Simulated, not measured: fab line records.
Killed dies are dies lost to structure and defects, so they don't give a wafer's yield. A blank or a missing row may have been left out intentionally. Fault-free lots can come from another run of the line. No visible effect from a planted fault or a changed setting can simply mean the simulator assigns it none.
A lot that was struck, set against a sound lot || flow rit-cmos || 14 steps out of a route of 202
Sound: the wafers L523.1, L523.3, L523.5. Wafers L521.1, L521.2, L521.3 were the ones struck. The cause comes at the end.
Order at every step that has rows: each side's tool, ch and its chambers, its first start. Under that, the readings that differ: sound wafers || struck wafers || difference of the means || sigmas: that difference in standard deviations of wafers without a fault.
alike: same words and numbers on both sides, and readings whose means sit less than 2 such deviations apart. not compared: any withheld reading, any reading some wafer has no value for, any bound like >300 that may hide the same value, and any number with overlapping values for which the record gives no deviation.
The two part at a step that has a row with sigmas, a row that says differs or no value, or rows on one side only. Numbers that don't overlap but have no deviation are shown without sigmas and don't part them. A reading missing from all wafers of one side parts the sides only when that side holds two or more wafers.

RIT_CONTACT_STRIP_12: strips in O2, time 180 s.
  sound on plasma-asher-02 ch 0,1, day 7 04:23; struck on plasma-asher-04 ch 0,1, day 6 12:12
  alike: drypump-motor-current-A
  not compared: rf-hours-counter-h
RIT_CONTACT_CD_MEAS_90: target cd 1000 nm.
  sound: cd-sem-01 at day 7 04:33; struck: cd-sem-01 at day 6 12:23
  alike: cd-nm
then, 2 steps without rows for these wafers: RIT_CONTACT_CLEAN_13 (cleans in SC1, time 600 s); RIT_CONTACT_CLEAN_14 (cleans in SC2, time 600 s).
RIT_M1_SPUTTER_00: material Al, target thk 400 nm, time 500 s.
  sound: pvd-sputter-02 at day 7 05:05; struck: pvd-sputter-03 at day 6 12:52
  alike: throttle-valve-pct
RIT_M1_RS_MEAS_01: a four-point-probe measurement.
  sound: film-metro-02 at day 7 05:23; struck: film-metro-02 at day 6 13:10
  alike: M1_AL_RS
RIT_M1_THK_MEAS_02: measures by xrf.
  sound: film-metro-02 at day 7 05:30; struck: film-metro-02 at day 6 13:17
  alike: M1_AL_THK
then, 5 steps without rows for these wafers: RIT_M1_HMDS_03 (prime time 60 s); RIT_M1_COAT_04 (resist thk 1300 nm); RIT_M1_SOFTBAKE_05 (time 60 s); RIT_M1_EXPOSE_06 (exposes mask M12, target cd 2600 nm); RIT_M1_PEB_07.
RIT_M1_DEVELOP_08: develop time 68 s.
  struck on litho-track-04, day 6 14:00; sound on litho-track-01 ch 0, day 7 06:00
  no value came back on the struck wafers for chill-plate-temp-C (C), develop-time-s (s); on the sound wafers chill-plate-temp-C (C) reads 22.96 23.12 23.09
RIT_M1_CD_MEAS_09: target cd 2600 nm.
  sound: cd-sem-02 at day 7 06:40; struck: cd-sem-01 at day 6 14:20
{"reading": "cd-nm (nm)", "sound": "2600.4 2601.1 2600.1", "struck": "- - -", "difference": "no value on the struck wafers", "sigmas": ""}

== WHERE THEY PART ==
First at RIT_M1_DEVELOP_08; last, within this record, at RIT_M1_CD_MEAS_09.

WHY: whatever the simulator had introduced
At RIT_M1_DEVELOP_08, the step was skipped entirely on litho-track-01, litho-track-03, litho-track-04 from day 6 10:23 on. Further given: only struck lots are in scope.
